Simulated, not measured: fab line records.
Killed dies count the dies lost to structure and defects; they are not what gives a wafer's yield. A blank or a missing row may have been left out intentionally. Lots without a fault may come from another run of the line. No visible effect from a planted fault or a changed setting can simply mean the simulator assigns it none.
Chamber matching :: flow berkeleyCmos170 :: UCB170_ZERO_ETCH_06 on rieDiel-03: 4 sister chambers
The step etches SiO2 in CHF3/CF4/Ar, time 12 s. 4 wafers are shown with their chamber, then 8 later ones without.

## WAFERS WITH THEIR CHAMBER
wafer: L306.1
chamber: 2
throttleValvePct (%): 8.98

wafer: L306.2
chamber: 3
throttleValvePct (%): 9.32

wafer: L309.3
chamber: 1
throttleValvePct (%): 9.07

wafer: L311.2
chamber: 0
throttleValvePct (%): 9.14

## WAFERS WHOSE CHAMBER IS MISSING
wafer: L311.4
throttleValvePct (%): 9.06

wafer: L311.6
throttleValvePct (%): 9.12

wafer: L315.1
throttleValvePct (%): 9.06

wafer: L315.4
throttleValvePct (%): 9.30

wafer: L315.6
throttleValvePct (%): 9.01

wafer: L317.4
throttleValvePct (%): 9.31

wafer: L317.5
throttleValvePct (%): 8.97

wafer: L317.6
throttleValvePct (%): 9.06

## THE CHAMBER EACH PASSED THROUGH
wafer: L311.4
from the rows above: 1
in truth: 1

wafer: L311.6
from the rows above: can't be placed: 0 or 1
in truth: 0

wafer: L315.1
from the rows above: 1
in truth: 1

wafer: L315.4
from the rows above: 3
in truth: 3

wafer: L315.6
from the rows above: can't be placed: 2 or 1
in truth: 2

wafer: L317.4
from the rows above: 3
in truth: 3

wafer: L317.5
from the rows above: 2
in truth: 2

wafer: L317.6
from the rows above: 1
in truth: 1
Correct placement for 6 of the 8. From these rows, 2 cannot be placed; in 2 the true chamber is one of the candidates. Wrongly placed: 0.
How it was worked out, from the rows above alone: a wafer's distance from a chamber is the root of the sum, over the readings, of the square of ((its reading less the chamber's mean) divided by the reading's scatter). If the next closest chamber is less than 2 further off than the closest, the wafer can't be placed; otherwise it belongs to the closest. Each chamber's mean is taken over the wafers shown for it. The scatter (one wafer shown for each chamber): square how far every hidden wafer sits from the nearest shown wafer, average those squares and take the square root.
